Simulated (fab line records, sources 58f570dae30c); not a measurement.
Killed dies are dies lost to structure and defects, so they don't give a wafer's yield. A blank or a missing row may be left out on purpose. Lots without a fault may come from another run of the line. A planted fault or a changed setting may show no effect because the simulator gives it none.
One fault seen from 2 desks | flow berkeley_cmos170 | each desk has only its own numbers; what lay behind them comes last

THE TOOL OWNER'S DESK: pvd_sputter-01
The tool's own readings at UCB170_M3_SPUTTER_01 (material Al, target thk 900 nm, time 120 s): means of the sampled wafers that have a number, for each lot that ran on this tool. A lot is out of limits, marked OUT, if its mean lies more than 4 standard deviations from the usual mean; the brackets give that distance.
Columns: A = throttle_valve_pct at UCB170_M3_SPUTTER_01, usual 30.6 %
lot  | first seen here | A
L910 | day 8 04:25     | 30.5
L913 | day 9 07:26     | 31.2
L914 | day 9 09:44     | 29.9
L915 | day 10 06:43    | 30.7
L921 | day 10 17:46    | 30.4
This desk's finding: nothing out of limits on any of the 5 lots.

THE METROLOGY DESK
What the gauges read, lot by lot, whatever tool the lot ran on: means of the sampled wafers that have a number. A lot is out of limits, marked OUT, if its mean lies more than 4 standard deviations from the usual mean; the brackets give that distance.
Columns: A = M1_AL_RS at UCB170_M1_RS_MEAS_01, usual 0.0482 ohm/sq; B = M3_AL_RS at UCB170_M3_RS_MEAS_02, usual 0.0320 ohm/sq; C = M3_AL_THK at UCB170_M3_THK_MEAS_03, usual 903 nm
lot  | first seen here | A      | B                | C
L909 | day 7 12:32     | 0.0483 | 0.0326           | 891
L910 | day 7 14:30     | 0.0481 | 0.0317           | 916
L912 | day 8 11:19     | 0.0475 | 0.0318           | 908
L911 | day 8 11:32     | 0.0485 | 0.0322           | 890
L913 | day 8 18:34     | 0.0477 | 0.0321           | 897
L914 | day 8 19:01     | 0.0484 | 0.0316           | 913
L917 | day 9 14:41     | 0.0482 | 0.0315           | 917
L915 | day 9 15:55     | 0.0478 | 0.0422 (+25) OUT | 685 (-18) OUT
L921 | day 9 22:34     | 0.0485 | 0.0429 (+27) OUT | 678 (-19) OUT
L926 | day 11 05:02    | 0.0478 | 0.0320           | 904
L924 | day 11 05:35    | 0.0487 | 0.0315           | 911
L928 | day 12 00:47    | 0.0487 | 0.0317           | 910
L931 | day 12 06:41    | 0.0483 | 0.0320           | 904
L932 | day 12 10:44    | 0.0483 | 0.0330           | 877
This desk's finding: out of limits on L915, L921; first on L915, day 10 06:48 (M3_AL_RS at UCB170_M3_RS_MEAS_02). In limits: L909, L910, L912, L911, L913, L914, L917, L926, L924, L928, L931, L932.

PUT TOGETHER
The metrology desk could have raised an alarm at day 10 06:48, on L915, L921.
The tool owner's desk saw nothing out of limits.
The tool owner's desk has L915, L921 on record, within its limits.
Of the lots named, all ran UCB170_M3_SPUTTER_01 on pvd_sputter-01.

WHAT THE SIMULATOR HAD PUT IN
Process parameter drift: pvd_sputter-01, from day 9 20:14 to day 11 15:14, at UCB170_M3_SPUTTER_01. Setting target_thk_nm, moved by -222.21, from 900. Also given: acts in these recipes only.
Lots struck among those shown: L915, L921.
Hours from the fault's start to each desk's first reading out of limits: the metrology desk, 11.
